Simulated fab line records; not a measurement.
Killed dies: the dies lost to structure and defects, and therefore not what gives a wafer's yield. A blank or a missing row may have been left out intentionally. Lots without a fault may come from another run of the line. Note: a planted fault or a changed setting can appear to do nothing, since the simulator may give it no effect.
Matching of chambers | flow berkeley cmos170 | UCB170_M1_ETCH_11 on rie diel-01: 4 sister chambers
The step etches BARC in N2/H2. 14 wafers are shown with their chamber, then 7 later ones without.

== WAFERS, EACH WITH ITS CHAMBER ==
wafer  | chamber | throttle valve pct (%) | drypump motor current A (A) | oes product au (a.u.)
L075.1 | 2       | 13.60                  | 6.4                         | 1.014
L075.2 | 1       | 13.50                  | 5.6                         | 1.005
L075.5 | 1       | 13.49                  | 5.6                         | 1.009
L080.3 | 0       | 13.41                  | 6.0                         | 1.019
L080.4 | 1       | 13.50                  | 5.6                         | 1.009
L080.6 | 2       | 13.59                  | 6.4                         | 1.017
L085.1 | 3       | 13.03                  | 5.0                         | 1.039
L085.2 | 0       | 13.40                  | 6.0                         | 1.032
L085.5 | 0       | 13.40                  | 6.0                         | 1.033
L087.2 | 3       | 13.03                  | 5.0                         | 1.030
L087.3 | 2       | 13.59                  | 6.4                         | 1.012
L087.5 | 2       | 13.59                  | 6.5                         | 1.020
L088.1 | 0       | 13.40                  | 6.0                         | 1.034
L088.2 | 1       | 13.49                  | 5.6                         | 1.020

SIGNATURES, as means of the wafers listed above
reading                 | chamber 0 | chamber 1 | chamber 2 | chamber 3 | scatter within a chamber
throttle valve pct      | 13.4025   | 13.4950   | 13.5925   | 13.0300   | 0.005
drypump motor current A | 6.000     | 5.600     | 6.425     | 5.000     | 0.0274
oes product au          | 1.02950   | 1.01075   | 1.01575   | 1.03450   | 0.00592
Rule: for a wafer and a chamber, the distance is found by dividing, reading by reading, the gap between the wafer's reading and the chamber's mean by the reading's scatter, squaring, summing and taking the root. The wafer belongs to the nearest chamber; if the next one is less than 2 further off, it can't be placed. The scatter: the root of (the sum of the squares of (reading less its chamber's mean) over the shown wafers, divided by (wafers less chambers)).

== WAFERS MISSING THEIR CHAMBER ==
wafer  | throttle valve pct (%) | drypump motor current A (A) | oes product au (a.u.)
L088.3 | 13.58                  | 6.4                         | 1.020
L093.1 | 13.41                  | 6.0                         | 1.030
L093.2 | 13.59                  | 6.4                         | 1.008
L093.5 | 13.52                  | 5.6                         | 1.016
L095.1 | 13.40                  | 6.0                         | 1.034
L095.2 | 13.49                  | 5.6                         | 1.018
L095.3 | 13.03                  | 5.0                         | 1.033

== EACH ONE'S CHAMBER ==
wafer  | from the rows above | in truth
L088.3 | 2                   | 2
L093.1 | 0                   | 0
L093.2 | 2                   | 2
L093.5 | 1                   | 1
L095.1 | 0                   | 0
L095.2 | 1                   | 1
L095.3 | 3                   | 3
Correct placement for 7 of the 7. Not placeable from these rows: 0. 0 placed wrongly.
